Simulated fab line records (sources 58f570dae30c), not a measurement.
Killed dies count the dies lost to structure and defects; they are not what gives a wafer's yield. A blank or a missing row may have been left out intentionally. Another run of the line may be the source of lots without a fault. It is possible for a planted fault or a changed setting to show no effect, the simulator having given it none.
The tool behind it: which one?	flow berkeley cmos170	Sampling: 6 lots, 18 wafers, 2 of 331 route steps

## WHAT THE GAUGES READ, wafer by wafer
UCB170_CONTACT_CD_MEAS_15: target cd 700 nm.
lot	measured	on	cd nm (nm)
L572	day 7 22:44	cd sem-02	701.4 701.8 701.5
L582	day 10 06:30	cd sem-01	700.3 701.3 701.3
L585	day 10 07:23	cd sem-02	700.3 701.1 701.4
L587	day 11 00:40	cd sem-02	699.8 700.0 699.3
L589	day 11 07:04	cd sem-01	700.0 701.0 701.5
L591	day 12 01:11	cd sem-01	699.6 700.3 701.4

## EACH LOT AND THE TOOL THAT RAN IT (in order: tool; ch and the chambers of the sampled wafers; start)
lot	UCB170_CONTACT_EXPOSE_12
L572	krf scanner-02 ch 0, day 7 22:21
L582	krf scanner-01 ch 0, day 10 06:04
L585	krf scanner-01 ch 0, day 10 06:34
L587	krf scanner-01 ch 0, day 11 00:16
L589	krf scanner-01 ch 0, day 11 06:14
L591	krf scanner-01 ch 0, day 12 00:30
- UCB170_CONTACT_EXPOSE_12: exposes mask CONT, target cd 700 nm.

## THE ANSWER, worked out from the rows above alone
Rule: the usual values come from the lots themselves. The widest of any qualifying gaps counts: lots, ordered by their means at a reading, are off when they make up no more than a third of the lots, leave a main group of 4 or more, and stand apart from it by 3 or more times the standard deviation of that group's means. Not used: any main group whose means are identical at the precision the tables above print for the reading. Also off: a lot with no number at a reading for which 4 or more lots have one. The other lots that the step has rows for count as sound.
No lot is off on any of the readings shown, so nothing can be concluded from this.

## WHAT THE SIMULATOR HAD PUT IN
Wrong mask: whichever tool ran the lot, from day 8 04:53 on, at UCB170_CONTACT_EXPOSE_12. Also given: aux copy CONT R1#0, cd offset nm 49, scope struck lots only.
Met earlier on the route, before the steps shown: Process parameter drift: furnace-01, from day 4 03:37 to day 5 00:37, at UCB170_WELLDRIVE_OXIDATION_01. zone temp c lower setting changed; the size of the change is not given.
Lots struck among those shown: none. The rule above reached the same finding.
